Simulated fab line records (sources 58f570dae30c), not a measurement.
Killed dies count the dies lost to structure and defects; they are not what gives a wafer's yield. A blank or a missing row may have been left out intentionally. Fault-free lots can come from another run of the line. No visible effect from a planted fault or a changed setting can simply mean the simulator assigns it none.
Which of the tools did it? :: flow berkeley-cmos170 :: 45 wafers sampled from 15 lots at 1 step of a route of 331

== WHAT THE GAUGES SHOWED, per wafer ==
Not one reading of a measure or inspect step in the record can be checked against a usual standard deviation.

== WHAT TOOL EACH LOT RAN ON (gives the tool, then ch and the chambers of the sampled wafers, and finally the start) ==
lot: L779
UCB170_M3_ETCH_17: rie-diel-03 ch 0,2, day 7 07:46

lot: L780
UCB170_M3_ETCH_17: rie-diel-02 ch 1,3, day 7 10:04

lot: L783
UCB170_M3_ETCH_17: rie-diel-03 ch 1,2,3, day 8 07:02

lot: L782
UCB170_M3_ETCH_17: rie-diel-02 ch 1,2,3, day 8 08:43

lot: L781
UCB170_M3_ETCH_17: rie-diel-02 ch 0,1,3, day 8 09:39

lot: L787
UCB170_M3_ETCH_17: rie-diel-02 ch 1,2,3, day 8 12:38

lot: L784
UCB170_M3_ETCH_17: rie-diel-04 ch 0,1,2, day 8 13:01

lot: L785
UCB170_M3_ETCH_17: rie-diel-03 ch 0,1,3, day 8 13:22

lot: L789
UCB170_M3_ETCH_17: rie-diel-04 ch 1,3, day 9 13:14

lot: L788
UCB170_M3_ETCH_17: rie-diel-03 ch 1,2,3, day 9 13:46

lot: L791
UCB170_M3_ETCH_17: rie-diel-03 ch 0,1,2, day 10 03:35

lot: L793
UCB170_M3_ETCH_17: rie-diel-02 ch 0,2,3, day 10 13:53

lot: L796
UCB170_M3_ETCH_17: rie-diel-04 ch 0,2, day 10 15:35

lot: L795
UCB170_M3_ETCH_17: rie-diel-04 ch 0,1,2, day 10 18:37

lot: L798
UCB170_M3_ETCH_17: rie-diel-04 ch 1,2,3, day 11 08:50
- UCB170_M3_ETCH_17: etches BARC in N2/H2.

== WHAT THE TOOLS THEMSELVES READ (means of the sampled wafers that have a number; where no wafer has one, the mark that the record gives instead) ==
UCB170_M3_ETCH_17. Usual: drypump-motor-current-A 5.8 A, standard deviation 0.5; oes-product-au 0.990 a.u., standard deviation 0.017; throttle-valve-pct 13.19 %, standard deviation 0.19.
lot: L779
tool: rie-diel-03
drypump-motor-current-A (A): 5.7
oes-product-au (a.u.): 0.976
throttle-valve-pct (%): 13.49
flag: 

lot: L780
tool: rie-diel-02
drypump-motor-current-A (A): 5.1
oes-product-au (a.u.): 0.978
throttle-valve-pct (%): 12.99
flag: 

lot: L783
tool: rie-diel-03
drypump-motor-current-A (A): 5.6
oes-product-au (a.u.): 0.990
throttle-valve-pct (%): 13.31
flag: 

lot: L782
tool: rie-diel-02
drypump-motor-current-A (A): 5.6
oes-product-au (a.u.): 0.991
throttle-valve-pct (%): 13.03
flag: 

lot: L781
tool: rie-diel-02
drypump-motor-current-A (A): 5.3
oes-product-au (a.u.): 0.965
throttle-valve-pct (%): 13.15
flag: 

lot: L787
tool: rie-diel-02
drypump-motor-current-A (A): 5.6
oes-product-au (a.u.): 0.992
throttle-valve-pct (%): 13.03
flag: 

lot: L784
tool: rie-diel-04
drypump-motor-current-A (A): 5.7
oes-product-au (a.u.): 0.996
throttle-valve-pct (%): 13.10
flag: 

lot: L785
tool: rie-diel-03
drypump-motor-current-A (A): 5.9
oes-product-au (a.u.): 0.997
throttle-valve-pct (%): 13.18
flag: 

lot: L789
tool: rie-diel-04
drypump-motor-current-A (A): 6.0
oes-product-au (a.u.): 0.989
throttle-valve-pct (%): 13.10
flag: 

lot: L788
tool: rie-diel-03
drypump-motor-current-A (A): 5.6
oes-product-au (a.u.): 0.982
throttle-valve-pct (%): 13.31
flag: 

lot: L791
tool: rie-diel-03
drypump-motor-current-A (A): 5.8
oes-product-au (a.u.): 0.981
throttle-valve-pct (%): 13.34
flag: 

lot: L793
tool: rie-diel-02
drypump-motor-current-A (A): 5.9
oes-product-au (a.u.): 0.982
throttle-valve-pct (%): 13.13
flag: 

lot: L796
tool: rie-diel-04
drypump-motor-current-A (A): 5.5
oes-product-au (a.u.): 0.814
throttle-valve-pct (%): 13.19
flag: OFF

lot: L795
tool: rie-diel-04
drypump-motor-current-A (A): 5.7
oes-product-au (a.u.): 0.809
throttle-valve-pct (%): 13.09
flag: OFF

lot: L798
tool: rie-diel-04
drypump-motor-current-A (A): 5.8
oes-product-au (a.u.): 0.805
throttle-valve-pct (%): 13.19
flag: OFF

== THE ANSWER, worked out from the rows above alone ==
Rule: take the mean of a lot's wafers that have a number; if it is more than 3 standard deviations from the usual mean, the lot is off. Also off: a lot with no number at a reading for which 4 or more lots have one. All remaining lots with rows at the step are treated as sound. The gauges are gone through in route order, then the tools' own readings, and for those a lot's mean is taken as printed above. At the first step where some lot is off, the reading lying furthest off is the one used; lots without a number count as furthest.
Off, at UCB170_M3_ETCH_17 on oes-product-au: L796, L795, L798.
A tool fits if, at that step or a process step before it, it ran every lot that is off, and no sound lot after the first of them. One candidate fits, namely rie-diel-04 at UCB170_M3_ETCH_17. Its last sound lot is L789 (day 9 13:14), its first lot that is off L796 (day 10 15:35): a fault that began between those two fits.
On the lots that are off, the tool's own readings at UCB170_M3_ETCH_17 differ by more than 5 times the standard deviation of the sound lots' means, which bears it out; oes-product-au reads 0.809 a.u. there versus 0.985 a.u. on the sound lots.

== WHAT THE SIMULATOR HAD PUT IN ==
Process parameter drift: rie-diel-04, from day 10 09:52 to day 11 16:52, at UCB170_M3_ETCH_17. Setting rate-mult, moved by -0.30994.
Lots struck among those shown: L796, L795, L798. Same finding as the rule above.
